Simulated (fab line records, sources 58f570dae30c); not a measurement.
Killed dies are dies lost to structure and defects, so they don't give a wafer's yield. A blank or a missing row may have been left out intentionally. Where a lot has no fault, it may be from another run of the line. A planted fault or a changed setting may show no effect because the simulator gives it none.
What tool caused it?    flow berkeleyCmos170    at 1 step of a route of 331, 14 lots with 42 wafers sampled

## WHAT THE GAUGES READ, wafer by wafer
UCB170_START_BOW_MEAS_00.
lot   measured     on            INCOMING_BOW (um)
L434  day 1 10:03  filmMetro-03  1 1 -5
L435  day 1 15:02  filmMetro-03  2 15 0
L436  day 1 20:00  filmMetro-03  -2 3 3
L439  day 2 11:00  filmMetro-04  2 1 -1
L442  day 3 02:01  filmMetro-02  11 12 4
L443  day 3 07:00  filmMetro-03  1 6 4
L444  day 3 12:00  filmMetro-02  6 6 -5
L445  day 3 17:00  filmMetro-04  -7 -2 -4
L446  day 3 22:00  filmMetro-04  1 -6 2
L447  day 4 03:04  filmMetro-02  -3 -12 -2
L450  day 4 18:00  filmMetro-04  0 6 8
L451  day 4 23:00  filmMetro-03  5 10 -4
L455  day 5 19:00  filmMetro-02  1 -6 -16
L457  day 6 05:00  filmMetro-02  -4 8 -5

## TOOL THAT RAN EACH LOT (tool first, then ch and the chambers of the sampled wafers, then the start)
Before these readings, the record contains no process step.

## AS READ BY THE TOOLS THEMSELVES (means over the sampled wafers that have a number; for cases with no such wafer, the mark the record gives instead)
The record holds no such reading with a usual standard deviation.

## THE ANSWER, worked out from the rows above alone
Rule: usual is defined by the lots themselves. The widest of any qualifying gaps counts: lots, ordered by their means at a reading, are off when they make up no more than a third of the lots, leave a main group of 4 or more, and stand apart from it by 3 or more times the standard deviation of that group's means. A main group whose means are all the same, to the digits that the tables above print for the reading, isn't used. A lot without any number at a reading at which 4 lots or more have one is off too. All remaining lots with rows at the step are treated as sound. Order of review: gauges by route order, followed by the tools' own readings, for which a lot's mean as printed above is used. The first step at which some lot is off is used, and at that step the reading that is off furthest; a lot without a number counts as furthest.
Nothing can be told from this: no lot is off at any reading shown.

## WHAT HAD BEEN PUT IN BY THE SIMULATOR
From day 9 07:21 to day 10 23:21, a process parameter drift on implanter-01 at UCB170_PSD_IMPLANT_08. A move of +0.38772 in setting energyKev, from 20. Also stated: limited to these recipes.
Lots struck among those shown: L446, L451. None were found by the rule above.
